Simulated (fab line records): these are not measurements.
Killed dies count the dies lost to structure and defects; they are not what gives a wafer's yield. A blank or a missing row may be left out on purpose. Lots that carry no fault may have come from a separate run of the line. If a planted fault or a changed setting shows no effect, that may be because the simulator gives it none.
fab line records	flow berkeleyCmos170
record: lots: 5	wafers: 23
route steps=331 shown SILICIDE@211 CONTACT@226 V1@263 M2@272 V2@299
startH: hours from the record's opening day to when the first of the lot's shown wafers began	waitH: hours since the lot's step before	" identical to the entry in the row above	L1.1+2: a single row standing in for several wafers	- no value, or no start given	* or withheld: withheld	< > ~ a bound
route shown NAME@n: NAME is a module with steps in the file, n the number in the route of the first one	usual: mean/standard deviation taken from wafers without a fault	same: alike in all rows	chamber/n: place in a boat	sites: each site's reading	_std_site: standard deviation of those values	_edge_site: the outer-site mean with the inner-site mean subtracted	radiusMm: how far each site lies from the wafer's centre	mask NAME#n: copy n	behind: the most recent tool/chamber to have shaped the wafer	hold: what put the lot on hold/how long, in hours/how the hold closed	device: the n, p or np transistor that did not switch	end of line: at the end of the route, the tests of the same wafers	where a step has no rows: the recipe by itself	killed: count of dies lost to structure and defects at first sort (not the wafer's yield)	map: a wafer's dies, marking killed ones x, the rest . and places with no die _
set.NAME: the run value of the setting; set.NAME@STEP: its run value at that earlier step	model.NAME: the simulator's own value behind a step, which no gauge read
lots run with intentionally changed settings; tables by step, rows by wafer
== steps ==
step: UCB170_SILICIDE_SPUTTER_01
recipe: material: Ti	targetThkNm: 30	timeS: 25	powerW: 1500	chamberPressurePa: 0.5
lot.wafer	tool	chamber	startH	waitH	set.timeS	model.Ti_of_SILICIDE_SPUTTER_01.thkNm
L077.2	pvdSputter-03	-	149.94	0.0	25	29.79
L077.3	"	-	"	"	25	29.46
L077.4	"	-	"	"	28	33.43
L077.5	"	-	"	"	25	28.99
L077.6	"	-	"	"	28	33.05
L081.1	pvdSputter-04	-	161.42	0.0	26.94	32.63
L081.2	"	-	"	"	25	30.04
L081.3	"	-	"	"	26.94	31.98
L081.4	"	-	"	"	26.94	32.6
L081.5	"	-	"	"	25	30.4
L080.1	pvdSputter-02	-	162.14	0.0	25	30.09
L080.3	"	-	"	"	22.68	27
L080.4	"	-	"	"	22.68	27.24
L080.5	"	-	"	"	22.68	27.22
L080.6	"	-	"	"	25	30.32
L082.1	pvdSputter-04	-	171.38	0.0	25	29.46
L082.2	"	-	"	"	25	30.3
L082.4	"	-	"	"	25	30.1
L083.1	pvdSputter-03	-	171.98	0.0	25	30.49
L083.2	"	-	"	"	25	29.77
L083.3	"	-	"	"	25	29.83
L083.5	"	-	"	"	21.46	25.48
L083.6	"	-	"	"	21.46	26.12
step: UCB170_SILICIDE_RS_MEAS_02
recipe: thkMeasGauge: four-point-probe	reads: Ti_of_SILICIDE_SPUTTER_01
usual: SILICIDE_TI_RS: 26.2/0.38
lot.wafer	tool	chamber	startH	waitH	set.timeS@SILICIDE_SPUTTER_01	SILICIDE_TI_RS[ohm/sq]
L077.2	filmMetro-03	-	149.99	0.0	25	26.4
L077.3	"	-	"	"	25	26.7
L077.4	"	-	"	"	28	23.0
L077.5	"	-	"	"	25	27.2
L077.6	"	-	"	"	28	23.3
L081.1	filmMetro-02	-	161.45	0.0	26.94	23.7
L081.2	"	-	"	"	25	26.0
L081.3	"	-	"	"	26.94	24.2
L081.4	"	-	"	"	26.94	23.7
L081.5	"	-	"	"	25	25.7
L080.1	filmMetro-02	-	162.17	0.0	25	26.0
L080.3	"	-	"	"	22.68	29.6
L080.4	"	-	"	"	22.68	29.2
L080.5	"	-	"	"	22.68	29.3
L080.6	"	-	"	"	25	25.8
L082.1	filmMetro-02	-	171.41	0.0	25	26.6
L082.2	"	-	"	"	25	25.8
L082.4	"	-	"	"	25	26.0
L083.1	filmMetro-03	-	172.01	0.0	25	25.6
L083.2	"	-	"	"	25	26.4
L083.3	"	-	"	"	25	26.3
L083.5	"	-	"	"	21.46	31.7
L083.6	"	-	"	"	21.46	30.7
step: UCB170_SILICIDE_THK_MEAS_03
recipe: thkMeasGauge: xrf	reads: Ti_of_SILICIDE_SPUTTER_01
usual: SILICIDE_TI_THK: 30.2/0.41
lot.wafer	tool	chamber	startH	waitH	set.timeS@SILICIDE_SPUTTER_01	SILICIDE_TI_THK[nm]
L077.2	filmMetro-03	-	150.10	0.1	25	29.9
L077.3	"	-	"	"	25	29.7
L077.4	"	-	"	"	28	33.9
L077.5	"	-	"	"	25	29.2
L077.6	"	-	"	"	28	33.1
L081.1	filmMetro-02	-	161.57	0.1	26.94	32.9
L081.2	"	-	"	"	25	30.5
L081.3	"	-	"	"	26.94	32.2
L081.4	"	-	"	"	26.94	33.0
L081.5	"	-	"	"	25	30.8
L080.1	filmMetro-02	-	162.29	0.1	25	30.4
L080.3	"	-	"	"	22.68	27.3
L080.4	"	-	"	"	22.68	27.6
L080.5	"	-	"	"	22.68	27.4
L080.6	"	-	"	"	25	30.7
L082.1	filmMetro-02	-	171.53	0.1	25	29.7
L082.2	"	-	"	"	25	30.6
L082.4	"	-	"	"	25	30.4
L083.1	filmMetro-03	-	172.13	0.1	25	30.7
L083.2	"	-	"	"	25	30.0
L083.3	"	-	"	"	25	30.1
L083.5	"	-	"	"	21.46	25.8
L083.6	"	-	"	"	21.46	26.4
step: UCB170_CONTACT_COAT_10
recipe: resist: KrF	spinRpm: 1500	resistThkNm: 900
lot.wafer	tool	chamber	startH	waitH	set.resistThkNm	model.KrF_of_CONTACT_COAT_10.thkNm
L077.2	lithoTrack-01	0	-	-	900	897.1
L077.3	"	0	"	"	900	899
L077.4	"	0	"	"	900	896.1
L077.5	"	0	"	"	900	897
L077.6	"	0	"	"	900	896.3
L081.1	lithoTrack-02	0	-	-	900	902.4
L081.2	"	0	"	"	900	901.3
L081.3	"	0	"	"	880.9	883.5
L081.4	"	0	"	"	900	903.7
L081.5	"	0	"	"	880.9	884
L080.1	lithoTrack-03	0	-	-	923.4	922.3
L080.3	"	0	"	"	900	900.3
L080.4	"	0	"	"	923.4	926.1
L080.5	"	0	"	"	923.4	924
L080.6	"	0	"	"	900	901
L082.1	lithoTrack-02	0	-	-	900	896.1
L082.2	"	0	"	"	900	897.6
L082.4	"	0	"	"	900	891
L083.1	lithoTrack-01	0	-	-	929.6	930
L083.2	"	0	"	"	900	900.4
L083.3	"	0	"	"	929.6	927.2
L083.5	"	0	"	"	900	899.1
L083.6	"	0	"	"	900	898.6
step: UCB170_V1_EXPOSE_09
recipe: maskId: VIA1	targetCdNm: 700	na: 0.5	sigmaOuter: 0.6	sourceShape: conventional	doseMj: 37
lot.wafer	tool	chamber	startH	waitH	mask	set.doseMj
L077.2+3+4	krfScanner-02	0	163.64	0.2	VIA1#0	38.19
L077.5+6	"	0	"	"	VIA1#0	37
L080.1+3+4+5+6	krfScanner-01	0	177.60	0.2	VIA1#0	37
L081.1+2	krfScanner-02	0	177.85	0.3	VIA1#0	34.48
L081.3+4+5	"	0	"	"	VIA1#0	37
L082.1+2+4	krfScanner-01	0	184.04	0.2	VIA1#0	37
L083.1+2	krfScanner-01	0	188.77	0.1	VIA1#0	34.63
L083.3+5+6	"	0	"	"	VIA1#0	37
step: UCB170_V1_PEB_10
recipe: pebTempC: 130	pebTimeS: withheld	resist: KrF
step: UCB170_V1_DEVELOP_11
recipe: developer: TMAH	developTimeS: 45	resist: KrF	devTempC: 21
step: UCB170_V1_CD_MEAS_12
recipe: targetCdNm: 700
usual: cdNm: 699.5/1.4
lot.wafer	tool	chamber	startH	waitH	set.doseMj@V1_EXPOSE_09	cdNm
L077.2	cdSem-02	-	164.73	-	38.19	705.7
L077.3	"	-	"	"	38.19	704.4
L077.4	"	-	"	"	38.19	704.9
L077.5	"	-	"	"	37	699.4
L077.6	"	-	"	"	37	699.0
L080.1	cdSem-01	-	178.20	-	37	700.8
L080.3	"	-	"	"	37	699.6
L080.4	"	-	"	"	37	701.5
L080.5	"	-	"	"	37	700.5
L080.6	"	-	"	"	37	699.7
L081.1	cdSem-01	-	178.93	-	34.48	688.6
L081.2	"	-	"	"	34.48	687.1
L081.3	"	-	"	"	37	699.4
L081.4	"	-	"	"	37	700.3
L081.5	"	-	"	"	37	702.0
L082.1	cdSem-01	-	184.43	-	37	699.1
L082.2	"	-	"	"	37	699.2
L082.4	"	-	"	"	37	698.9
L083.1	cdSem-01	-	189.45	-	34.63	687.5
L083.2	"	-	"	"	34.63	687.2
L083.3	"	-	"	"	37	698.2
L083.5	"	-	"	"	37	698.9
L083.6	"	-	"	"	37	698.4
step: UCB170_V1_ETCH_14
recipe: chemistry: CHF3/CF4/Ar	target: SiO2	stopOn: Al	CHF3_flow_sccm: 45	cf4FlowSccm: 15	Ar_flow_sccm: 150	pressureMtorr: 200	rfW: 700	targetDepthA: 12500	overEtchFrac: 0.25	timeS: 291
lot.wafer	tool	chamber	startH	waitH	set.doseMj@V1_EXPOSE_09	model.V1.cdNm
L077.2	rieDiel-01	2	164.87	0.0	38.19	705.7
L077.3	"	0	"	"	38.19	703.2
L077.4	"	3	"	"	38.19	705.8
L077.5	"	1	"	"	37	697.6
L077.6	"	2	"	"	37	699.1
L080.1	rieDiel-02	0	178.36	0.0	37	700.2
L080.3	"	2	"	"	37	699
L080.4	"	1	"	"	37	701.6
L080.5	"	2	"	"	37	700.3
L080.6	"	3	"	"	37	699.1
L081.1	rieDiel-01	1	179.08	0.0	34.48	687.7
L081.2	"	3	"	"	34.48	688.4
L081.3	"	2	"	"	37	698.6
L081.4	"	3	"	"	37	701.3
L081.5	"	2	"	"	37	701.6
L082.1	rieDiel-01	1	184.58	0.0	37	697.5
L082.2	"	2	"	"	37	699.5
L082.4	"	1	"	"	37	696.9
L083.1	rieDiel-02	0	189.60	0.0	34.63	687.3
L083.2	"	2	"	"	34.63	686.8
L083.3	"	1	"	"	37	699.6
L083.5	"	0	"	"	37	698.3
L083.6	"	1	"	"	37	700.7
step: UCB170_V1_STRIP_15
recipe: chemistry: O2	powerW: 400	pressureMtorr: 3500	platenTempC: withheld	o2FlowSccm: 400	overashFraction: 0.5
step: UCB170_V1_CD_MEAS_90
recipe: targetCdNm: 700
usual: cdNm: 699.2/1.6
lot.wafer	tool	chamber	startH	waitH	set.doseMj@V1_EXPOSE_09	cdNm
L077.2	cdSem-02	-	165.17	0.1	38.19	705.7
L077.3	"	-	"	"	38.19	703.3
L077.4	"	-	"	"	38.19	705.8
L077.5	"	-	"	"	37	697.2
L077.6	"	-	"	"	37	699.0
L080.1	cdSem-02	-	178.64	0.1	37	700.0
L080.3	"	-	"	"	37	698.6
L080.4	"	-	"	"	37	701.5
L080.5	"	-	"	"	37	700.3
L080.6	"	-	"	"	37	698.9
L081.1	cdSem-02	-	179.36	0.1	34.48	687.6
L081.2	"	-	"	"	34.48	688.6
L081.3	"	-	"	"	37	698.3
L081.4	"	-	"	"	37	701.1
L081.5	"	-	"	"	37	701.6
L082.1	cdSem-01	-	184.86	0.1	37	697.5
L082.2	"	-	"	"	37	699.8
L082.4	"	-	"	"	37	697.2
L083.1	cdSem-02	-	189.88	0.1	34.63	687.6
L083.2	"	-	"	"	34.63	686.9
L083.3	"	-	"	"	37	699.8
L083.5	"	-	"	"	37	698.2
L083.6	"	-	"	"	37	701.0
step: UCB170_M2_SPUTTER_01
recipe: material: Al	targetThkNm: 900	timeS: 120	powerW: 6000	chamberPressurePa: 0.5
lot.wafer	tool	chamber	startH	waitH	set.powerW	model.Al_of_M2_SPUTTER_01.thkNm
L077.2	pvdSputter-01	-	165.33	0.0	6234	937.4
L077.3	"	-	"	"	6000	889.7
L077.4	"	-	"	"	6234	932.4
L077.5	"	-	"	"	6000	872.6
L077.6	"	-	"	"	6000	886.4
L080.1	pvdSputter-04	-	178.82	0.0	6000	897.8
L080.3	"	-	"	"	5424	830.3
L080.4	"	-	"	"	5424	820.3
L080.5	"	-	"	"	6000	897.7
L080.6	"	-	"	"	6000	916
L081.1	pvdSputter-03	-	179.55	0.0	5348	810.3
L081.2	"	-	"	"	6000	892.3
L081.3	"	-	"	"	5348	803.3
L081.4	"	-	"	"	5348	799.4
L081.5	"	-	"	"	6000	894.5
L082.1	pvdSputter-03	-	185.05	0.0	6000	899.7
L082.2	"	-	"	"	6000	913.7
L082.4	"	-	"	"	6000	900
L083.1	pvdSputter-03	-	190.07	0.0	6000	937.7
L083.2	"	-	"	"	6000	908.6
L083.3	"	-	"	"	6000	916.5
L083.5	"	-	"	"	5742	871.9
L083.6	"	-	"	"	5742	890.9
step: UCB170_M2_RS_MEAS_02
recipe: thkMeasGauge: four-point-probe	reads: Al_of_M2_SPUTTER_01
usual: M2_AL_RS: 0.0320/0.00041
lot.wafer	tool	chamber	startH	waitH	set.powerW@M2_SPUTTER_01	M2_AL_RS[ohm/sq]
L077.2	filmMetro-02	-	165.44	0.1	6234	0.0309
L077.3	"	-	"	"	6000	0.0325
L077.4	"	-	"	"	6234	0.0310
L077.5	"	-	"	"	6000	0.0332
L077.6	"	-	"	"	6000	0.0327
L080.1	filmMetro-03	-	178.91	0.0	6000	0.0322
L080.3	"	-	"	"	5424	0.0349
L080.4	"	-	"	"	5424	0.0354
L080.5	"	-	"	"	6000	0.0323
L080.6	"	-	"	"	6000	0.0316
L081.1	filmMetro-02	-	179.63	0.0	5348	0.0358
L081.2	"	-	"	"	6000	0.0324
L081.3	"	-	"	"	5348	0.0361
L081.4	"	-	"	"	5348	0.0362
L081.5	"	-	"	"	6000	0.0323
L082.1	filmMetro-02	-	185.13	0.0	6000	0.0321
L082.2	"	-	"	"	6000	0.0316
L082.4	"	-	"	"	6000	0.0322
L083.1	filmMetro-04	-	190.15	0.0	6000	0.0309
L083.2	"	-	"	"	6000	0.0319
L083.3	"	-	"	"	6000	0.0316
L083.5	"	-	"	"	5742	0.0332
L083.6	"	-	"	"	5742	0.0325
step: UCB170_M2_THK_MEAS_03
recipe: thkMeasGauge: xrf	reads: Al_of_M2_SPUTTER_01
usual: M2_AL_THK: 923/12
lot.wafer	tool	chamber	startH	waitH	set.powerW@M2_SPUTTER_01	M2_AL_THK[nm]
L077.2	filmMetro-02	-	165.55	0.1	6234	958
L077.3	"	-	"	"	6000	910
L077.4	"	-	"	"	6234	956
L077.5	"	-	"	"	6000	896
L077.6	"	-	"	"	6000	911
L080.1	filmMetro-03	-	179.03	0.1	6000	920
L080.3	"	-	"	"	5424	843
L080.4	"	-	"	"	5424	837
L080.5	"	-	"	"	6000	917
L080.6	"	-	"	"	6000	935
L081.1	filmMetro-02	-	179.75	0.1	5348	823
L081.2	"	-	"	"	6000	909
L081.3	"	-	"	"	5348	820
L081.4	"	-	"	"	5348	815
L081.5	"	-	"	"	6000	907
L082.1	filmMetro-02	-	185.25	0.1	6000	921
L082.2	"	-	"	"	6000	929
L082.4	"	-	"	"	6000	915
L083.1	filmMetro-04	-	190.27	0.1	6000	961
L083.2	"	-	"	"	6000	933
L083.3	"	-	"	"	6000	934
L083.5	"	-	"	"	5742	894
L083.6	"	-	"	"	5742	913
step: UCB170_M2_METAL_ETCH_18
recipe: chemistry: Cl2/BCl3	target: Al	stopOn: SiO2	pressureMtorr: 12	targetDepthA: 11700	overEtchFrac: 0.3	timeS: 195	icpW: 600	biasW: 120	Cl2_flow_sccm: 90	bcl3FlowSccm: 45
lot.wafer	tool	chamber	startH	waitH	set.timeS	set.powerW@M2_SPUTTER_01	model.KrF_of_M2_COAT_10.thkNm	model.M2.featureDepthNm
L077.2	rieMetal-03	1	168.76	-	171	6234	274.8	988.7
L077.3	"	0	"	"	171	6000	278.3	941.2
L077.4	"	1	"	"	195	6234	194.1	992
L077.5	"	0	"	"	195	6000	199	930.8
L077.6	"	1	"	"	195	6000	191.1	946
L080.1	rieMetal-01	0	183.11	-	178.5	6000	290	947.5
L080.3+4	"	0,1	"	"	195	5424	-	-
L080.5	"	1	"	"	178.5	6000	236.5	951.6
L080.6	"	0	"	"	195	6000	225.8	971
L081.1+3	rieMetal-02	1	183.38	-	195	5348	-	-
L081.2	"	1	"	"	195	6000	203.4	949.6
L081.4	"	1	"	"	216.6	5348	-	-
L081.5	"	1	"	"	216.6	6000	130.2	959.5
L082.1	rieMetal-03	1	187.17	-	195	6000	188.9	959.2
L082.2	"	0	"	"	195	6000	193.9	972.1
L082.4	"	0	"	"	195	6000	192.3	958.6
L083.1	rieMetal-03	1	192.98	-	215.1	6000	116.8	1005
L083.2	"	0	"	"	195	6000	193.9	967.1
L083.3	"	1	"	"	195	6000	191.9	976
L083.5	"	1	"	"	215.1	5742	122	938.7
L083.6	"	0	"	"	195	5742	199.7	948.9
step: UCB170_M2_STRIP_19
recipe: chemistry: O2	powerW: 400	pressureMtorr: 3500	platenTempC: withheld	o2FlowSccm: 400	overashFraction: 0.5
usual: oesProductAu: 0.530/0.024
lot.wafer	tool	chamber	startH	waitH	set.timeS@M2_METAL_ETCH_18	oesProductAu
L077.2	plasmaAsher-02	0	168.95	0.1	171	0.603
L077.3	"	0	"	"	171	0.605
L077.4	"	1	"	"	195	0.526
L077.5	"	1	"	"	195	0.539
L077.6	"	0	"	"	195	0.523
L080.1	plasmaAsher-03	1	183.30	0.1	178.5	0.616
L080.3	"	0	"	"	195	0.560
L080.4	"	1	"	"	195	0.493
L080.5	"	1	"	"	178.5	0.573
L080.6	"	0	"	"	195	0.561
L081.1	plasmaAsher-02	1	183.76	0.3	195	0.539
L081.2	"	0	"	"	195	0.540
L081.3	"	0	"	"	195	0.530
L081.4	"	1	"	"	216.6	0.460
L081.5	"	1	"	"	216.6	0.463
L082.1	plasmaAsher-03	0	187.36	0.1	195	0.523
L082.2	"	1	"	"	195	0.525
L082.4	"	1	"	"	195	0.523
L083.1	plasmaAsher-04	1	193.16	0.1	215.1	0.445
L083.2	"	0	"	"	195	0.533
L083.3	"	1	"	"	195	0.528
L083.5	"	1	"	"	215.1	0.449
L083.6	"	0	"	"	195	0.537
step: UCB170_V2_COAT_07
recipe: resist: KrF	spinRpm: 1500	resistThkNm: 900
lot.wafer	tool	chamber	startH	waitH	set.resistThkNm	model.KrF_of_V2_COAT_07.thkNm
L077.2	lithoTrack-01	0	170.31	0.1	870.6	869.6
L077.3	"	0	"	"	900	898.5
L077.4	"	0	"	"	870.6	870.9
L077.5	"	0	"	"	870.6	865.5
L077.6	"	0	"	"	900	894.4
L080.1	lithoTrack-01	0	184.54	0.1	900	898.8
L080.3	"	0	"	"	900	900.2
L080.4	"	0	"	"	900	898.5
L080.5	"	0	"	"	900	901.1
L080.6	"	0	"	"	900	901
L081.1	lithoTrack-03	0	185.22	0.1	914.6	916
L081.2	"	0	"	"	900	902
L081.3	"	0	"	"	900	904.9
L081.4	"	0	"	"	914.6	919
L081.5	"	0	"	"	900	903.1
L082.1	lithoTrack-03	0	188.69	0.1	900	900.3
L082.2+4	"	0	"	"	900	899
L083.1	lithoTrack-03	0	194.66	0.1	851.1	853.8
L083.2	"	0	"	"	900	906.1
L083.3	"	0	"	"	900	904.8
L083.5	"	0	"	"	900	902.7
L083.6	"	0	"	"	851.1	853.3
step: UCB170_V2_SOFTBAKE_08
recipe: resist: KrF	tempC: 130	timeS: 60
step: UCB170_V2_EXPOSE_09
recipe: maskId: VIA2	targetCdNm: 700	na: 0.5	sigmaOuter: 0.6	sourceShape: conventional	doseMj: 37
step: UCB170_V2_ETCH_14
recipe: chemistry: CHF3/CF4/Ar	target: SiO2	stopOn: Al	CHF3_flow_sccm: 45	cf4FlowSccm: 15	Ar_flow_sccm: 150	pressureMtorr: 200	rfW: 700	targetDepthA: 12500	overEtchFrac: 0.25	timeS: 291
lot.wafer	tool	chamber	startH	waitH	set.resistThkNm@V2_COAT_07	model.KrF_of_V2_COAT_07.thkNm
L077.2	rieDiel-04	0	171.60	0.0	870.6	575.9
L077.3	"	3	"	"	900	618.3
L077.4	"	1	"	"	870.6	576.5
L077.5	"	1	"	"	870.6	568.4
L077.6	"	2	"	"	900	616.2
L080.1	rieDiel-03	1	185.56	0.0	900	594.4
L080.3	"	2	"	"	900	610.2
L080.4	"	0	"	"	900	620.1
L080.5	"	2	"	"	900	612.6
L080.6	"	1	"	"	900	598.9
L081.1	rieDiel-04	3	186.12	0.0	914.6	633.4
L081.2	"	2	"	"	900	619.2
L081.3	"	1	"	"	900	605.6
L081.4	"	0	"	"	914.6	620.2
L081.5	"	2	"	"	900	621.5
L082.1	rieDiel-03	0	189.75	0.0	900	621.5
L082.2	"	2	"	"	900	609.8
L082.4	"	1	"	"	900	595.5
L083.1	rieDiel-03	3	196.08	0.0	851.1	550.5
L083.2	"	0	"	"	900	626.9
L083.3	"	1	"	"	900	598.8
L083.5	"	0	"	"	900	625.7
L083.6	"	3	"	"	851.1	547.8
step: UCB170_V2_STRIP_15
recipe: chemistry: O2	powerW: 400	pressureMtorr: 3500	platenTempC: withheld	o2FlowSccm: 400	overashFraction: 0.5
usual: stripTimeToEndpointS: 15.32/0.23
lot.wafer	tool	chamber	startH	waitH	set.resistThkNm@V2_COAT_07	stripTimeToEndpointS
L077.2	plasmaAsher-01	1	171.78	0.1	870.6	14.50
L077.3	"	0	"	"	900	15.50
L077.4	"	1	"	"	870.6	14.52
L077.5	"	0	"	"	870.6	14.31
L077.6	"	1	"	"	900	15.46
L080.1	plasmaAsher-02	1	185.74	0.1	900	14.94
L080.3	"	1	"	"	900	15.30
L080.4	"	0	"	"	900	15.55
L080.5	"	1	"	"	900	15.38
L080.6	"	0	"	"	900	15.04
L081.1	plasmaAsher-03	1	186.30	0.1	914.6	15.85
L081.2	"	0	"	"	900	15.53
L081.3	"	1	"	"	900	15.21
L081.4	"	0	"	"	914.6	15.55
L081.5	"	0	"	"	900	15.59
L082.1	plasmaAsher-02	1	189.93	0.1	900	15.58
L082.2	"	0	"	"	900	15.31
L082.4	"	0	"	"	900	14.99
L083.1	plasmaAsher-03	0	196.26	0.1	851.1	13.91
L083.2	"	1	"	"	900	15.71
L083.3	"	1	"	"	900	15.02
L083.5	"	1	"	"	900	15.67
L083.6	"	0	"	"	851.1	13.84
== key ==
split: step: UCB170_SILICIDE_SPUTTER_01	setting: timeS	stated: 25	by: wafer
response: step: UCB170_SILICIDE_SPUTTER_01	reading: model.Ti_of_SILICIDE_SPUTTER_01.thkNm	change: +0.308	per: 1%	r: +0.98
response: step: UCB170_SILICIDE_RS_MEAS_02	reading: SILICIDE_TI_RS	change: -0.332	per: 1%	r: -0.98
response: step: UCB170_SILICIDE_THK_MEAS_03	reading: SILICIDE_TI_THK	change: +0.307	per: 1%	r: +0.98
split: step: UCB170_CONTACT_COAT_10	setting: resistThkNm	stated: 900	by: wafer
response: step: UCB170_CONTACT_COAT_10	reading: model.KrF_of_CONTACT_COAT_10.thkNm	change: +8.93	per: 1%	r: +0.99
split: step: UCB170_V1_EXPOSE_09	setting: doseMj	stated: 37	by: wafer
response: step: UCB170_V1_CD_MEAS_12	reading: cdNm	change: +1.81	per: 1%	r: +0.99
response: step: UCB170_V1_ETCH_14	reading: model.V1.cdNm	change: +1.91	per: 1%	r: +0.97
response: step: UCB170_V1_CD_MEAS_90	reading: cdNm	change: +1.89	per: 1%	r: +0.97
split: step: UCB170_M2_SPUTTER_01	setting: powerW	stated: 6000	by: wafer
response: step: UCB170_M2_SPUTTER_01	reading: model.Al_of_M2_SPUTTER_01.thkNm	change: +8.59	per: 1%	r: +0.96
response: step: UCB170_M2_RS_MEAS_02	reading: M2_AL_RS	change: -0.000338	per: 1%	r: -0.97
response: step: UCB170_M2_THK_MEAS_03	reading: M2_AL_THK	change: +8.77	per: 1%	r: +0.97
response: step: UCB170_M2_METAL_ETCH_18	reading: model.M2.featureDepthNm	change: +10.8	per: 1%	r: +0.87
split: step: UCB170_M2_METAL_ETCH_18	setting: timeS	stated: 195	by: wafer
response: step: UCB170_M2_METAL_ETCH_18	reading: model.KrF_of_M2_COAT_10.thkNm	change: -6.6	per: 1%	r: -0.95
response: step: UCB170_M2_STRIP_19	reading: oesProductAu	change: -0.00688	per: 1%	r: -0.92
split: step: UCB170_V2_COAT_07	setting: resistThkNm	stated: 900	by: wafer
response: step: UCB170_V2_COAT_07	reading: model.KrF_of_V2_COAT_07.thkNm	change: +9.12	per: 1%	r: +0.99
response: step: UCB170_V2_ETCH_14	reading: model.KrF_of_V2_COAT_07.thkNm	change: +12.4	per: 1%	r: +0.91
response: step: UCB170_V2_STRIP_15	reading: stripTimeToEndpointS	change: *	per: 1%	r: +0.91
